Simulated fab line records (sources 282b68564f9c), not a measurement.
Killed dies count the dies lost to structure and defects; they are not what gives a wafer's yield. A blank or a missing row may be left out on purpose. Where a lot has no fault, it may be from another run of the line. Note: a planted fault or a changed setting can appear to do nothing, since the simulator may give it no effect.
Problem report, 8D (eight disciplines) form, completed by code || flow rit cmos || the parts of the form that need people (team, actions taken, sign-off) are left out

1. THE ISSUE
cd nm at RIT_ACTIVE_CD_MEAS_11 reads a mean of 1380.4 nm on 12 wafers of 4 lots; wafers without a fault read 1400.3 nm with a standard deviation of 2.2. That puts it -9.0 standard deviations away from the usual mean.
The step: target cd 1400 nm.
First seen on wafer L337.2, day 3 12:12, on cd sem-01. The record holds 48 wafers of 16 lots with a number at this step. Rule for "out", or "out of limits": more than 4 standard deviations from the usual mean. The rest of the wafers with a number are treated as sound.

2. WHAT THIS IS AND IS NOT
{"question": "which readings at this step", "is": "cd nm", "is not": "-"}
{"question": "which lots", "is": "L337, L338, L342, L343", "is not": "L328, L329, L330, L332, L333, L335, L336, L339, L346, L347, L349, L351"}
{"question": "which wafers of those lots", "is": "all that have a number", "is not": "-"}
{"question": "read on which gauges", "is": "cd sem-01, cd sem-02", "is not": "-"}
{"question": "when", "is": "from day 3 12:12", "is not": "up to then (21 sound wafers); but 15 sound wafers of L339, L346, L347, L349, L351 came after"}

3. SUSPECTS, AND WHAT RULES EACH OUT
Counting: a tool at a process step up to the reading stays a suspect if it ran every lot that is out and no sound lot after the first of them.
- ruled out: the gauge at RIT_ACTIVE_CD_MEAS_11. 2 gauges (cd sem-01, cd sem-02) read the wafers that are out.
- iline stepper-02 at RIT_ACTIVE_EXPOSE_08 (exposes mask M1, target cd 1400 nm): kept. Every lot that is out went through it, starting with L337 (day 3 11:48), and after that it ran no sound lot; the last sound lot it ran before then is L336 (day 3 06:36). Its own exposure dose mJ cm2 readings are out on those wafers.
Left after counting: iline stepper-02 at RIT_ACTIVE_EXPOSE_08.

4. THE CAUSE (what the simulator had put in)
Process parameter drift: iline stepper-02, from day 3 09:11 on, at RIT_ACTIVE_EXPOSE_08. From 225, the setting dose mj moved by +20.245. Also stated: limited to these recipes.
The count eliminated every tool but this one.

5. THE EFFECT CHAIN, in route order
Rows list readings where the struck wafers' mean (over those with a number) sits beyond 3 standard deviations from the usual. Only readings for which the record gives a usual standard deviation are gone through. hours: the time from each lot's start at the first step in this table that gives one to its start at this step, as a median over the lots. sigmas: the change in usual standard deviations.
{"hours": 0, "step": "RIT_ACTIVE_EXPOSE_08", "reading": "exposure dose mJ cm2", "usual": 224.87, "on struck wafers": 239.91, "change": "+15.04", "sigmas": "+63"}
{"hours": 0, "step": "RIT_ACTIVE_CD_MEAS_11", "reading": "cd nm", "usual": "1400.3 nm", "on struck wafers": 1380.4, "change": -19.9, "sigmas": -9.0}
The process steps in it:
- RIT_ACTIVE_EXPOSE_08: exposes mask M1, target cd 1400 nm.
Later measuring or inspecting steps at which every struck wafer that the step has a row for has a number for every such reading, and none has moved that far: RIT_PWELL_OVL_MEAS_06, RIT_GATE_CD_MEAS_16.

6. HOW IT WOULD HAVE BEEN CAUGHT EARLIER
Counted from the fault's start at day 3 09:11, it took 3 hours until the first out-of-limits reading at a measuring or inspecting step in this record, taken at day 3 12:12.
At RIT_ACTIVE_EXPOSE_08, the tool's own readings (exposure dose mJ cm2) were out on each struck wafer the step has a row for, so an alarm limit on them would have fired on the first such wafer.
L338, L342, L343, from the lots that are out (4), started RIT_ACTIVE_EXPOSE_08 on iline stepper-02 later than day 3 12:12. A hold on the tool at that time would have spared those 3.
